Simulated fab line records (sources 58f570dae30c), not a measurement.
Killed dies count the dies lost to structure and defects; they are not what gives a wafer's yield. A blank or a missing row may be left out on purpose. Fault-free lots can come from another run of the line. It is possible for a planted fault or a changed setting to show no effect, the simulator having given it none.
Problem report in the 8D (eight disciplines) form, filled by code ; flow berkeleyCmos170 ; the parts of the form that need people (team, actions taken, sign-off) are left out

## 1. THE PROBLEM
Wafers free of any fault read 0.0486 ohm/sq (standard deviation 0.00059) for M1_AL_RS at UCB170_M1_RS_MEAS_01, against a mean of 0.0623 ohm/sq on 6 wafers of 2 lots. Measured from the usual mean, that is +23 standard deviations.
The step: measures by four-point-probe.
Earliest sighting: wafer L147.3 on filmMetro-01 at day 10 04:25. At this step, 42 wafers from 14 lots have a number in the record. Rule for "out" (also "out of limits"): further than 4 standard deviations from the usual mean. All remaining wafers that have a number are taken as sound.

## 2. WHAT IT IS, AND WHAT IT ISN'T
question;is;is not
which readings at this step;M1_AL_RS;-
which lots;L147, L149;L137, L139, L140, L141, L145, L146, L148, L150, L153, L156, L157, L158
which wafers of those lots;all that have a number;-
read on which gauges;filmMetro-01, filmMetro-03;filmMetro-02
when;from day 10 04:25;"up to then (21 sound wafers); but 15 sound wafers of L150, L153, L156, L157, L158 came after"

## 3. WHAT RULES OUT EACH SUSPECT
Counting: a tool at any process step up to the reading remains a suspect when it ran all the lots that are out and ran no sound lot after the first of those.
- the gauge at UCB170_M1_RS_MEAS_01 is ruled out. Those wafers that are out were read across 2 gauges (filmMetro-01, filmMetro-03).
- pvdSputter-04 at UCB170_M1_SPUTTER_00 (material Al, target thk 600 nm, time 80 s): kept. All lots that are out passed through it, beginning with L147 at day 10 04:19, and no sound lot followed; its final sound lot before that point was L145 at day 10 03:46.
After counting, what remains is pvdSputter-04 at UCB170_M1_SPUTTER_00.

## 4. THE CAUSE (what the simulator had put in)
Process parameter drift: pvdSputter-04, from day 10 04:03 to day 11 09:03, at UCB170_M1_SPUTTER_00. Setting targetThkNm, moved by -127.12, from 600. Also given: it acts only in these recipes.
After counting, this tool was the only one left.

## 5. SEQUENCE OF EFFECTS, ordered by route
Rows list readings where the struck wafers' mean (over those with a number) sits beyond 3 standard deviations from the usual. Scope: only readings with a usual standard deviation given in the record; hours: median across lots of the time from each lot's start at the first step in this table that gives one to its start at this step; sigmas: change in usual standard deviations.
hours;step;reading;usual;on struck wafers;change;sigmas
0;UCB170_M1_RS_MEAS_01;M1_AL_RS;0.0486 ohm/sq;0.0623;+0.0137;+23
0;UCB170_M1_THK_MEAS_02;M1_AL_THK;601 nm;470;-130;-17
2;UCB170_M1_METAL_ETCH_12;oesProductAu;0.847 a.u.;0.755;-0.092;-6.6
Here are the process steps it includes:
- UCB170_M1_METAL_ETCH_12: etches Al in Cl2/BCl3, stops on PSG, target depth 780 nm, time 130 s.

## 6. HOW IT WOULD HAVE BEEN CAUGHT EARLIER
0 hours passed between the start of the fault at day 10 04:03 and the first reading out of limits at a measuring or inspecting step in this record, taken at day 10 04:25.
Of the tool readings at UCB170_M1_SPUTTER_00 for which the record gives a usual standard deviation, none was out on any struck wafer, so an alarm limit of 4 standard deviations on them would not have fired.
Among the 2 lots that are out, L149 began UCB170_M1_SPUTTER_00 on pvdSputter-04 after day 10 04:25. A tool hold placed at that time would have kept it from harm.
